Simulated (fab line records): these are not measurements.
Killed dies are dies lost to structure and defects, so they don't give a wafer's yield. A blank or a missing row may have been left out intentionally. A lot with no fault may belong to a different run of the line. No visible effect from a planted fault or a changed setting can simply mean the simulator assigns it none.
fab line records	flow rit-cmos
[record] lots = 5	wafers = 15	last-day = 7
route steps=202 shown ACTIVE@1 FOX1@20 FOX2@23 M1@202
lots that met no fault: taken from a fault-free run of the same line
start-h: start of the lot's first displayed wafer, in hours after the record's first day	wait-h: hours since the lot's step before	" the same as in the row above	L1.1+2: a row that stands for several wafers	- value missing, or start not given	* or withheld: withheld	< > ~ a bound
route shown NAME@n: a module of which the file shows steps, and the number in the route of the first	usual: the fault-free wafers' mean and standard deviation	same: alike in all rows	chamber/n: place in a boat	sites: per-site readings	_std_site: how widely they spread, as a standard deviation	_edge_site: outer sites' mean less inner sites'	radius-mm: for every site, how far away it sits from the centre of the wafer	mask NAME#n: copy n	behind: the last tool/chamber to shape the wafer	hold: cause of the lot's hold/its duration in hours/its outcome	device: whichever transistor did not switch (one of n, p or np)	end of line: tests of these same wafers at the route's end	where a step has no rows: the recipe by itself	killed: at the first sort, the dies lost to defects and structure; wafer yield is something else	map: the dies of a wafer, with x for killed, . for not killed, _ for no die there
set.NAME: the run value of the setting; set.NAME@STEP: its run value at that earlier step	model.NAME: the simulator's own value behind a step, which no gauge read
a table for each step, a row for each wafer; lots at some steps of the route
services: the hour from which a tool's chamber was out of use, counted from the record's first day as start-h (under 0 if before that day), plus the number of hours and why
[[steps]]
[step RIT_ACTIVE_BOW_MEAS_00]
[recipe] mode = bow
[usual] INCOMING_BOW = 0/6.2
lot.wafer	tool	chamber	start-h	wait-h	INCOMING_BOW[um]
L680.3	film-metro-02	-	20.04	-	3
L680.4	"	-	"	"	1
L680.6	"	-	"	"	-1
L682.2	film-metro-03	-	30.02	-	5
L682.3	"	-	"	"	-3
L682.6	"	-	"	"	-4
L687.2	film-metro-03	-	55.02	-	-4
L687.3	"	-	"	"	-8
L687.6	"	-	"	"	-1
L700.2	film-metro-03	-	120.02	-	7
L700.3	"	-	"	"	-3
L700.6	"	-	"	"	-5
L701.1	film-metro-02	-	125.00	-	-3
L701.2	"	-	"	"	-8
L701.5	"	-	"	"	6
[step RIT_ACTIVE_OXIDATION_01]
[recipe] temp-c = 1000	ambient = O2	target-thk-a = 468	ox-time-s = 3360
[usual] spike-tc-source-C = 1023/4.1
lot.wafer	tool	chamber	start-h	wait-h	spike-tc-source-C	model.SiO2_of_ACTIVE_OXIDATION_01.thk-nm
L680.3	furnace-04	0	21.32	1.3	1021	45.45
L680.4	"	0	"	"	1021	45.34
L680.6	"	0	"	"	1023	46.3
L682.2	furnace-03	0	30.12	0.1	1028	47.38
L682.3	"	0	"	"	1030	47.88
L682.6	"	0	"	"	1029	47.95
L687.2	furnace-04	0	55.67	0.6	1020	51.97
L687.3	"	0	"	"	1022	51.22
L687.6	"	0	"	"	1023	52.12
L700.2	furnace-02	0	120.12	0.1	1019	47.54
L700.3	"	0	"	"	1017	47.92
L700.6	"	0	"	"	1020	47.59
L701.1	furnace-02	0	125.12	0.1	1017	46.45
L701.2	"	0	"	"	1017	46.43
L701.5	"	0	"	"	1018	47.15
[step RIT_ACTIVE_THK_MEAS_02]
[recipe] reads = SiO2_of_ACTIVE_OXIDATION_01
[usual] ACTIVE_OXIDE_THK = 46.8/1.1
lot.wafer	tool	chamber	start-h	wait-h	ACTIVE_OXIDE_THK[nm]
L680.3	film-metro-04	-	23.27	0.0	45.4
L680.4	"	-	"	"	45.3
L680.6	"	-	"	"	46.3
L682.2	film-metro-03	-	32.06	0.0	47.4
L682.3	"	-	"	"	47.9
L682.6	"	-	"	"	48.0
L687.2	film-metro-04	-	57.61	0.0	52.0
L687.3	"	-	"	"	51.2
L687.6	"	-	"	"	52.1
L700.2	film-metro-04	-	122.06	0.0	47.5
L700.3	"	-	"	"	47.9
L700.6	"	-	"	"	47.6
L701.1	film-metro-02	-	127.05	0.0	46.4
L701.2	"	-	"	"	46.4
L701.5	"	-	"	"	47.1
[step RIT_ACTIVE_CVD_03]
[recipe] material = Si3N4	target-thk-nm = 150	temp-c = 810	precursor = SiH2Cl2/NH3	time-s = 1500	pressure-mtorr = 294.7	sih2cl2-flow-sccm = 60	nh3-flow-sccm = 150
[step RIT_ACTIVE_THK_MEAS_04]
[recipe] reads = Si3N4_of_ACTIVE_CVD_03
[usual] ACTIVE_NITRIDE_THK = 149.1/1.4
lot.wafer	tool	chamber	start-h	wait-h	ACTIVE_NITRIDE_THK[nm]
L680.3	film-metro-04	-	24.75	0.0	148.8
L680.4	"	-	"	"	149.4
L680.6	"	-	"	"	148.0
L682.2	film-metro-04	-	33.54	0.0	148.7
L682.3	"	-	"	"	147.8
L682.6	"	-	"	"	149.5
L687.2	film-metro-03	-	59.09	0.0	148.6
L687.3	"	-	"	"	149.6
L687.6	"	-	"	"	149.5
L700.2	film-metro-03	-	123.54	0.0	150.5
L700.3	"	-	"	"	149.0
L700.6	"	-	"	"	149.9
L701.1	film-metro-02	-	128.53	0.0	153.0
L701.2	"	-	"	"	152.4
L701.5	"	-	"	"	153.1
[step RIT_ACTIVE_HMDS_05]
[recipe] prime-time-s = 60	prime-temp-c = 140
[step RIT_ACTIVE_COAT_06]
[recipe] resist = NOVOLAK	spin-rpm = 3250	resist-thk-nm = 1000
[step RIT_ACTIVE_SOFTBAKE_07]
[recipe] resist = NOVOLAK	temp-c = 90	time-s = 60
[step RIT_ACTIVE_EXPOSE_08]
[recipe] mask-id = M1	na = 0.6	source-shape = conventional	sigma-outer = 0.6	target-cd-nm = 1400	dose-mj = 225
[step RIT_ACTIVE_PEB_09]
[recipe] resist = NOVOLAK	temp-c = withheld	time-s = withheld
[step RIT_ACTIVE_DEVELOP_10]
[recipe] resist = NOVOLAK	develop-time-s = 50	dev-temp-c = 22.56
[step RIT_ACTIVE_CD_MEAS_11]
[recipe] target-cd-nm = 1400
[usual] cd-nm = 1400.0/2.4
lot.wafer	tool	chamber	start-h	wait-h	cd-nm
L680.3	cd-sem-01	-	25.68	-	1396.3
L680.4	"	-	"	"	1398.4
L680.6	"	-	"	"	1398.3
L682.2	cd-sem-02	-	34.46	-	1402.0
L682.3	"	-	"	"	1403.8
L682.6	"	-	"	"	1401.6
L687.2	cd-sem-01	-	60.13	-	1402.2
L687.3	"	-	"	"	1403.6
L687.6	"	-	"	"	1402.5
L700.2	cd-sem-02	-	124.58	-	1395.0
L700.3	"	-	"	"	1394.9
L700.6	"	-	"	"	1396.6
L701.1	cd-sem-01	-	129.56	-	1398.7
L701.2	"	-	"	"	1401.1
L701.5	"	-	"	"	1399.5
[step RIT_ACTIVE_HARDBAKE_12]
[recipe] resist = NOVOLAK	temp-c = 140	time-s = 60
[step RIT_ACTIVE_ETCH_13]
[recipe] stop-on = SiO2	chemistry = SF6	target = Si3N4	time-s = 210	over-etch-frac = 0.4	SF6_flow_sccm = 200	pressure-mtorr = 260	rf-w = 125	target-depth-a = 2100
[usual] drypump-motor-current-A = 5.7/0.4	oes-product-au = 0.812/0.014	throttle-valve-pct = 7.54/0.076
lot.wafer	tool	chamber	start-h	wait-h	drypump-motor-current-A	oes-product-au	rf-hours-counter-h	throttle-valve-pct
L680.3	rie-diel-04	3	25.91	0.1	5.4	0.829	2	7.62
L680.4	"	2	"	"	6.2	0.796	7	7.63
L680.6	"	1	"	"	5.7	0.812	-	7.48
L682.2	rie-diel-02	2	34.71	0.1	5.6	0.793	57	7.52
L682.3	"	0	"	"	5.3	0.799	3	7.57
L682.6	"	3	"	"	6.0	0.826	-	7.67
L687.2	rie-diel-04	0	60.38	0.1	6.2	0.805	5	7.57
L687.3	"	1	"	"	5.8	0.807	84	7.47
L687.6	"	0	"	"	6.2	0.812	-	7.56
L700.2	rie-diel-03	3	124.83	0.1	5.9	0.811	67	7.43
L700.3	"	0	"	"	5.3	0.792	138	7.60
L700.6	"	3	"	"	5.9	0.809	-	7.43
L701.1	rie-diel-03	1	129.83	0.1	6.1	0.816	59	7.45
L701.2	"	0	"	"	5.3	0.802	138	7.59
L701.5	"	3	"	"	5.9	0.823	-	7.43
[step RIT_ACTIVE_STRIP_14]
[recipe] chemistry = O2	time-s = 180	resist = NOVOLAK	platen-temp-c = withheld	power-w = 500	pressure-mtorr = 4000	o2-flow-sccm = 4000
[usual] drypump-motor-current-A = 5.5/0.38	rf-refl-power-W = 8.0/1.4
lot.wafer	tool	chamber	start-h	wait-h	drypump-motor-current-A	rf-hours-counter-h	rf-refl-power-W
L680.3	plasma-asher-01	1	26.10	0.1	5.7	-	5.8
L680.4	"	0	"	"	6.2	-	9.6
L680.6	"	1	"	"	5.8	-	5.8
L682.2	plasma-asher-01	0	34.84	0.1	6.2	26	9.5
L682.3	"	0	"	"	6.1	-	9.8
L682.6	"	1	"	"	5.7	-	5.8
L687.2	plasma-asher-04	0	60.52	0.1	5.4	46	7.4
L687.3	"	0	"	"	5.4	-	7.7
L687.6	"	0	"	"	5.4	-	7.6
L700.2	plasma-asher-03	0	124.97	0.1	5.9	49	9.4
L700.3	"	0	"	"	5.9	-	9.3
L700.6	"	1	"	"	5.4	-	9.4
L701.1	plasma-asher-04	0	129.97	0.1	5.4	55	7.7
L701.2	"	1	"	"	5.0	55	7.1
L701.5	"	1	"	"	5.0	-	7.1
[step RIT_ACTIVE_CD_MEAS_90]
[recipe] target-cd-nm = 1400
[usual] cd-nm = 1400.0/2.4
lot.wafer	tool	chamber	start-h	wait-h	cd-nm
L680.3	cd-sem-02	-	26.25	0.1	1396.7
L680.4	"	-	"	"	1398.2
L680.6	"	-	"	"	1398.3
L682.2	cd-sem-01	-	35.04	0.1	1402.3
L682.3	"	-	"	"	1404.2
L682.6	"	-	"	"	1401.7
L687.2	cd-sem-02	-	60.71	0.1	1402.3
L687.3	"	-	"	"	1403.1
L687.6	"	-	"	"	1402.6
L700.2	cd-sem-02	-	125.16	0.1	1395.0
L700.3	"	-	"	"	1395.4
L700.6	"	-	"	"	1396.2
L701.1	cd-sem-01	-	130.14	0.1	1399.0
L701.2	"	-	"	"	1401.0
L701.5	"	-	"	"	1399.2
[step RIT_ACTIVE_CLEAN_15]
[recipe] chemistry = SC1	mix = 3:3:50	time-s = 600	temp-c = 75
[step RIT_ACTIVE_CLEAN_16]
[recipe] chemistry = dHF	dilution = 50:1	time-s = 30
[step RIT_ACTIVE_CLEAN_17]
[recipe] chemistry = SC2	mix = 3:3:50	time-s = 600	temp-c = 75	dry = n2-spin
[step RIT_FOX1_OXIDATION_00]
[recipe] temp-c = 1100	ambient = H2O	target-thk-a = 3507	p-h2o-torr = 720	ox-time-s = 1130
[step RIT_FOX1_THK_MEAS_01]
[recipe] reads = SiO2_of_FOX1_OXIDATION_00
[usual] FOX1_OXIDE_THK = 353/6.2
lot.wafer	tool	chamber	start-h	wait-h	FOX1_OXIDE_THK[nm]
L680.3	film-metro-01	-	28.08	0.0	356
L680.4	"	-	"	"	357
L680.6	"	-	"	"	357
L682.2	film-metro-02	-	36.85	0.0	347
L682.3	"	-	"	"	352
L682.6	"	-	"	"	348
L687.2	film-metro-04	-	62.59	0.0	357
L687.3	"	-	"	"	358
L687.6	"	-	"	"	361
L700.2	film-metro-04	-	126.96	0.0	350
L700.3	"	-	"	"	347
L700.6	"	-	"	"	347
L701.1	film-metro-01	-	133.37	0.0	359
L701.2	"	-	"	"	360
L701.5	"	-	"	"	361
[step RIT_FOX1_WET_ETCH_02]
[recipe] chemistry = BOE	target-depth-nm = 350	time-s = 390	temp-c = 21.5	dry = n2-spin	dilution = 10:1	target = SiO2
[step RIT_FOX2_OXIDATION_00]
[recipe] temp-c = 1100	ambient = H2O	target-thk-a = 3507	p-h2o-torr = 720	ox-time-s = 1130
[step RIT_FOX2_THK_MEAS_01]
[recipe] reads = SiO2_of_FOX2_OXIDATION_00
[usual] FOX2_OXIDE_THK = 349/7.4
lot.wafer	tool	chamber	start-h	wait-h	FOX2_OXIDE_THK[nm]
L680.3	film-metro-04	-	30.15	0.0	359
L680.4	"	-	"	"	349
L680.6	"	-	"	"	351
L682.2	film-metro-04	-	39.37	0.0	348
L682.3	"	-	"	"	347
L682.6	"	-	"	"	352
L687.2	film-metro-03	-	64.09	0.0	346
L687.3	"	-	"	"	346
L687.6	"	-	"	"	349
L700.2	film-metro-04	-	128.45	0.0	343
L700.3	"	-	"	"	345
L700.6	"	-	"	"	343
L701.1	film-metro-04	-	135.91	0.0	355
L701.2	"	-	"	"	360
L701.5	"	-	"	"	359
[step RIT_FOX2_CLEAN_02]
[recipe] chemistry = dHF	dilution = 50:1	time-s = 180
[step RIT_FOX2_WET_ETCH_03]
[recipe] chemistry = H3PO4	target = Si3N4	target-depth-nm = 195	temp-c = 165	time-s = 2700
lot.wafer	tool	chamber	start-h	wait-h	model.SiO2_of_ACTIVE_OXIDATION_01.thk-nm
L680.3	wet-bench-02	2	30.25	0.0	40.5
L680.4	"	2	"	"	40.42
L680.6	"	2	"	"	41.27
L682.2	wet-bench-01	3	39.48	0.0	41.8
L682.3	"	3	"	"	42.66
L682.6	"	3	"	"	42.13
L687.2	wet-bench-02	3	64.19	0.0	46.11
L687.3	"	3	"	"	45.46
L687.6	"	3	"	"	46.24
L700.2	wet-bench-04	2	128.56	0.0	42.19
L700.3	"	2	"	"	41.81
L700.6	"	2	"	"	42.25
L701.1	wet-bench-01	3	136.03	0.0	41.28
L701.2	"	3	"	"	40.38
L701.5	"	3	"	"	41.75
[step RIT_FOX2_THK_MEAS_90]
[recipe] reads = SiO2_of_FOX2_OXIDATION_00
[usual] FIELD_OXIDE_LEFT_1_THK = 322/7.4
lot.wafer	tool	chamber	start-h	wait-h	FIELD_OXIDE_LEFT_1_THK[nm]
L680.3	film-metro-01	-	31.03	0.0	332
L680.4	"	-	"	"	322
L680.6	"	-	"	"	323
L682.2	film-metro-03	-	40.32	0.0	321
L682.3	"	-	"	"	320
L682.6	"	-	"	"	325
L687.2	film-metro-03	-	64.96	0.0	318
L687.3	"	-	"	"	318
L687.6	"	-	"	"	321
L700.2	film-metro-03	-	129.33	0.0	316
L700.3	"	-	"	"	318
L700.6	"	-	"	"	316
L701.1	film-metro-03	-	136.78	0.0	327
L701.2	"	-	"	"	332
L701.5	"	-	"	"	332
[step RIT_M1_PROBE_99]
[usual] killed-at-front-end = 7/3	killed-dies = 7/3	killed-on-rim = 1.9/1.4	killed-open = 3.2/1.8	killed-short = 3.5/2.1
[same] gross-dies = 264	killed_at_M0_to_M3 = 0	killed_at_M4_up = 0	killed-at-back-side = 0	killed-at-contacts = 0	killed-at-other = 0
lot.wafer	tool	chamber	start-h	wait-h	killed-at-front-end	killed-dies	killed-on-rim	killed-open	killed-short	model.etest.pldd.width-nm	model.etest.nldd.width-nm
L680.3	prober-01	-	68.64	0.2	5	5	0	1	4	3158	3174
L680.4	prober-01	-	68.69	0.2	5	5	1	3	2	3177	3172
L680.6	prober-01	-	68.79	0.2	3	3	1	3	0	3166	3185
L682.2	prober-01	-	79.01	0.1	6	6	1	3	3	3172	3170
L682.3	prober-01	-	79.06	0.2	8	8	2	2	6	3165	3160
L682.6	prober-01	-	79.21	0.2	5	5	2	5	0	3170	3155
L687.2	prober-01	-	102.71	0.1	3	3	0	1	2	3114	3120
L687.3	prober-01	-	102.76	0.2	11	11	4	5	6	3115	3112
L687.6	prober-01	-	102.91	0.2	8	8	0	6	2	3124	3095
L700.2	prober-02	-	169.04	0.1	3	3	1	1	2	3165	3176
L700.3	prober-02	-	169.09	0.2	6	6	3	3	3	3188	3172
L700.6	prober-02	-	169.24	0.2	5	5	2	3	2	3176	3168
L701.1	prober-01	-	177.69	0.1	3	3	2	2	1	3160	3172
L701.2	prober-01	-	177.74	0.1	3	3	1	0	3	3153	3171
L701.5	prober-01	-	177.89	0.2	7	7	1	3	4	3153	3188
// killed by level:class
L680.3 SPACER:geometric-particle:short=3 REOX:geometric-particle:short=1 SILICIDE:geometric-particle:open=1
L680.4 GATE:geometric-particle:open=3 GATE:geometric-particle:short=1 SPACER:geometric-particle:short=1
L680.6 SPACER:geometric-particle:open=2 SILICIDE:geometric-particle:open=1
L682.2 SILICIDE:geometric-particle:short=2 FOX2:geometric-particle:open=1 GATE:geometric-particle:open=1 REOX:geometric-particle:short=1 SILICIDE:geometric-particle:open=1
L682.3 GATE:geometric-particle:short=3 SPACER:geometric-particle:short=2 FOX2:geometric-particle:open=1 FOX2:geometric-particle:short=1 SPACER:geometric-particle:open=1
L682.6 GATE:geometric-particle:open=3 FOX2:geometric-particle:open=1 REOX:geometric-particle:open=1
L687.2 GATE:geometric-particle:short=2 SPACER:geometric-particle:open=1
L687.3 GATE:geometric-particle:short=4 GATE:geometric-particle:open=3 SILICIDE:geometric-particle:open=2 FOX1:geometric-particle:short=1 SPACER:geometric-particle:short=1
L687.6 GATE:geometric-particle:open=3 FOX2:geometric-particle:open=2 FOX1:geometric-particle:short=1 SPACER:geometric-particle:open=1 SILICIDE:geometric-particle:short=1
L700.2 GATE:geometric-particle:open=1 SPACER:geometric-particle:short=1 SILICIDE:geometric-particle:short=1
L700.3 REOX:geometric-particle:open=2 SPACER:geometric-particle:short=2 FOX2:geometric-particle:open=1 SILICIDE:geometric-particle:short=1
L700.6 SPACER:geometric-particle:open=2 FOX1:geometric-particle:short=1 FOX2:geometric-particle:open=1 SILICIDE:geometric-particle:short=1
L701.1 REOX:geometric-particle:open=2 GATE:geometric-particle:short=1
L701.2 SPACER:geometric-particle:short=2 FOX2:geometric-particle:short=1
L701.5 FOX1:geometric-particle:open=3 GATE:geometric-particle:short=1 REOX:geometric-particle:short=1 SPACER:geometric-particle:short=1 SILICIDE:geometric-particle:short=1
[[services]]
tool	chamber	start-h	hours	kind
furnace-04	-	14.07	4.7	pm
furnace-02	-	21.50	4.1	pm
rie-diel-03	0	22.45	14.5	repair
plasma-asher-03	-	25.21	1.6	repair
plasma-asher-03	-	25.40	3.0	repair
rie-diel-03	2	26.62	7.9	repair
rie-diel-02	1	32.02	2.8	repair
rie-diel-02	1	58.30	5.1	repair
plasma-asher-03	-	60.21	2.8	pm
plasma-asher-03	-	81.50	28.1	pm
rie-diel-03	1	82.04	5.8	repair
rie-diel-02	1	90.58	3.9	repair
rie-diel-02	2	104.33	14.5	repair
rie-diel-04	-	116.13	2.8	pm
rie-diel-02	0	128.17	2.4	repair
plasma-asher-03	-	131.59	9.1	repair
[[key]]
[first-sign] step = RIT_ACTIVE_THK_MEAS_02	reading = ACTIVE_OXIDE_THK	direction = up	sigmas = 4.7	usual = 46.8	struck = 51.8
effect none on later readings
[model-effect] step = RIT_ACTIVE_OXIDATION_01	value = SiO2_of_ACTIVE_OXIDATION_01.thk-nm	without = 48.39	struck = 51.77
[model-effect] step = RIT_FOX2_WET_ETCH_03	value = SiO2_of_ACTIVE_OXIDATION_01.thk-nm	without = 42.94	struck = 45.94
[model-effect] step = RIT_M1_PROBE_99	value = etest.pldd.width-nm	without = 3154	struck = 3117
met-at RIT_ACTIVE_OXIDATION_01
struck-wafers L687.2,L687.3,L687.6
tester-left-out L687
onset-between 21.32 55.67
[fault] kind = process-parameter-drift	tool = furnace-04	chamber = -	onset-h = 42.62	steps = RIT_ACTIVE_OXIDATION_01	channel = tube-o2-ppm	offset = 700	shape = step	end-h = 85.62
// tester-left-out: of these lots the tester's yield and bins aren't shown, on N5 and GAA mostly nor the transistor test; their killed dies are dies lost to structure and defects alone, not to doping, threshold or leakage, so they don't give the yield
